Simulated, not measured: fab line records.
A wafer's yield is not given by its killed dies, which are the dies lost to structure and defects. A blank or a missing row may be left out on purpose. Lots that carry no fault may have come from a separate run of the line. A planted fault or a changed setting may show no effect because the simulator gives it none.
What tool caused it? + flow berkeley_cmos170 + 14 lots with 42 wafers sampled at 2 steps, on a route of 331 steps

WHAT EACH GAUGE READ, for each wafer
UCB170_SILICIDE_RS_MEAS_02: uses a four-point probe to measure. Usual: SILICIDE_TI_RS 26.2 ohm/sq, standard deviation 0.31.
| lot  | measured     | on            | SILICIDE_TI_RS (ohm/sq) | flag |
|------|--------------|---------------|-------------------------|------|
| L288 | day 7 19:57  | film_metro-01 | 26.2 26.3 25.9          |      |
| L290 | day 8 07:15  | film_metro-04 | 26.8 26.6 26.4          |      |
| L289 | day 8 07:55  | film_metro-04 | 26.5 26.2 26.1          |      |
| L291 | day 8 19:41  | film_metro-04 | 25.4 25.8 25.9          |      |
| L293 | day 8 20:32  | film_metro-04 | 26.7 26.3 26.7          |      |
| L295 | day 9 10:22  | film_metro-01 | 26.3 26.3 26.3          |      |
| L296 | day 9 20:42  | film_metro-04 | 26.3 25.8 25.9          |      |
| L301 | day 10 12:38 | film_metro-04 | 26.4 26.1 26.6          |      |
| L299 | day 10 12:41 | film_metro-03 | 26.0 26.2 26.1          |      |
| L304 | day 11 04:09 | film_metro-04 | 26.2 26.4 25.8          |      |
| L303 | day 11 04:22 | film_metro-01 | 26.2 26.1 25.9          |      |
| L307 | day 11 17:13 | film_metro-01 | 26.3 26.0 25.9          |      |
| L308 | day 11 17:13 | film_metro-04 | 26.1 26.2 26.2          |      |
| L309 | day 12 10:05 | film_metro-03 | 26.4 26.6 26.5          |      |

UCB170_M1_RS_MEAS_01: uses a four-point probe to measure. Usual: M1_AL_RS 0.0486 ohm/sq, standard deviation 0.00055.
| lot  | measured     | on            | M1_AL_RS (ohm/sq)    | flag |
|------|--------------|---------------|----------------------|------|
| L288 | day 8 03:17  | film_metro-03 | 0.0491 0.0498 0.0488 |      |
| L290 | day 8 12:01  | film_metro-01 | 0.0482 0.0481 0.0488 |      |
| L289 | day 8 12:45  | film_metro-02 | 0.0498 0.0484 0.0485 |      |
| L291 | day 9 00:57  | film_metro-01 | 0.0490 0.0491 0.0491 |      |
| L293 | day 9 04:17  | film_metro-03 | 0.0488 0.0488 0.0486 |      |
| L295 | day 9 15:05  | film_metro-01 | 0.0481 0.0495 0.0478 |      |
| L296 | day 10 03:11 | film_metro-03 | 0.0484 0.0481 0.0485 |      |
| L301 | day 10 19:20 | film_metro-02 | 0.0480 0.0480 0.0481 |      |
| L299 | day 10 19:20 | film_metro-03 | 0.0493 0.0482 0.0492 |      |
| L304 | day 11 10:47 | film_metro-01 | 0.0483 0.0487 0.0480 |      |
| L303 | day 11 12:34 | film_metro-03 | 0.0487 0.0488 0.0484 |      |
| L307 | day 11 23:59 | film_metro-02 | 0.0488 0.0487 0.0493 |      |
| L308 | day 11 23:43 | film_metro-01 | 0.0483 0.0481 0.0490 |      |
| L309 | day 12 15:28 | film_metro-02 | 0.0488 0.0487 0.0489 |      |

EACH LOT AND THE TOOL THAT RAN IT (in order: tool; ch and the chambers of the sampled wafers; start)
No process step before these readings appears in the record.

WHAT THE TOOLS THEMSELVES READ (means of the sampled wafers that have a number; where no wafer has one, the mark that the record gives instead)
The record holds no such reading with a usual standard deviation.

THE ANSWER, worked out from the rows above alone
Rule: a lot is off if the mean of its wafers that have a number lies more than 3 standard deviations from the usual mean. Also off: a lot with no number at a reading for which 4 or more lots have one. Where the step has rows for the other lots, those lots are counted as sound. After the gauges, taken in route order, come the tools' own readings; for these a lot's mean is taken, as printed above. At the first step where some lot is off, the reading lying furthest off is the one used; lots without a number count as furthest.
No lot is off at any reading shown: from this, nothing can be told.

WHAT THE SIMULATOR HAD INSERTED
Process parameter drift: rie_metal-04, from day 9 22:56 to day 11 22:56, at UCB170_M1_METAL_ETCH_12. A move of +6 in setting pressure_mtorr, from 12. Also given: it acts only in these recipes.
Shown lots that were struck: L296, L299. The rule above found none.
